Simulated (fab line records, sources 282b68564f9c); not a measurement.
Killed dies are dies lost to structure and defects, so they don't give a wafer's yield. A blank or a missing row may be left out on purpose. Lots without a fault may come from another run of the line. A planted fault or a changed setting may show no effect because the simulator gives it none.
A struck lot beside a sound one | flow rit_cmos | 15 steps out of a route of 202
Sound: wafers L746.2, L746.3, L746.6. Struck: wafers L747.1, L747.3, L747.5. The cause comes at the end.
At each step with rows: each side's tool, then ch and its chambers, then its first start. Under that, the readings that differ: sound wafers | struck wafers | difference of the means | sigmas: that difference in standard deviations of wafers without a fault.
alike: readings whose means differ by less than 2 such deviations, and words and numbers that are the same on both sides. not compared: withheld readings, readings that some wafer has no value for, bounds like >300 that may hide the same value, and numbers for which the record gives no deviation and whose values overlap.
The two part at a step that has a row with sigmas, a row that says differs or no value, or rows on one side only. Numbers that don't overlap but have no deviation are shown without sigmas and don't part them. A reading that every wafer of one side lacks parts them only if that side has two wafers or more.

RIT_M1_RS_MEAS_01: measures by four-point-probe.
  sound on film_metro-04, day 3 21:31; struck on film_metro-03, day 4 05:14
  alike: M1_AL_RS
RIT_M1_THK_MEAS_02: measures by xrf.
  sound on film_metro-04, day 3 21:37; struck on film_metro-03, day 4 05:22
  alike: M1_AL_THK
then, 6 steps without rows for these wafers: RIT_M1_HMDS_03 (prime time 60 s); RIT_M1_COAT_04 (resist thk 1300 nm); RIT_M1_SOFTBAKE_05 (time 60 s); RIT_M1_EXPOSE_06 (exposes mask M12, target cd 2600 nm); RIT_M1_PEB_07; RIT_M1_DEVELOP_08 (develop time 68 s).
RIT_M1_CD_MEAS_09: target cd 2600 nm.
  sound on cd_sem-01, day 3 22:45; struck on cd_sem-01, day 4 06:22
  alike: cd_nm
RIT_M1_OVL_MEAS_10:
  sound on overlay-02, day 3 22:52; struck on overlay-02, day 4 06:29
  alike: M1_OVL
then, 1 step without rows for these wafers: RIT_M1_HARDBAKE_11 (time 120 s).
RIT_M1_METAL_ETCH_12: etches Al in Cl2/BCl3, stops on SiO2, time 165 s, target depth 600 nm.
  sound on rie_metal-04 ch 0,1, day 3 23:08; struck on rie_metal-03 ch 0,1, day 4 06:46
  alike: drypump_motor_current_A, he_backside_leak_sccm, oes_product_au, throttle_valve_pct
  not compared: rf_hours_counter_h
RIT_M1_STRIP_13: strips in nmp, time 600 s.
  sound on wet_bench-04 ch 1, day 3 23:18; struck on wet_bench-03 ch 0, day 4 06:56
  no value came back on the struck wafers for bath_guard_temp_C (C), bath_heat_duty_pct (%); on the sound wafers bath_guard_temp_C (C) reads 80.9 80.7 80.5
  reading                                 | sound | struck            | difference | sigmas
  model.NOVOLAK_of_M1_COAT_04.thk_nm (nm) | 0 0 0 | 809.9 797.7 810.5 | +806.0     |
RIT_M1_STRIP_14: strips in O2, time 180 s.
  sound on plasma_asher-04 ch 0,1, day 3 23:28; struck on plasma_asher-02 ch 0,1, day 4 07:07
  alike: chamber_pressure_mTorr, drypump_motor_current_A
  not compared: rf_hours_counter_h
RIT_M1_PROBE_99:
  sound on prober-02, day 4 01:26; struck on prober-01, day 4 09:02
  alike: defect_limited_yield, killed_at_front_end, killed_dies, killed_open, killed_short, sort_bin_3_pad_short, sort_bin_5_function, sort_bin_6_memory, sort_n_pass, sort_yield_pct

WHERE THEY PART
Only at RIT_M1_STRIP_13, within this record. Later steps at which nothing parts them and some readings are alike: RIT_M1_STRIP_14, RIT_M1_PROBE_99.

WHY: what the simulator had put in
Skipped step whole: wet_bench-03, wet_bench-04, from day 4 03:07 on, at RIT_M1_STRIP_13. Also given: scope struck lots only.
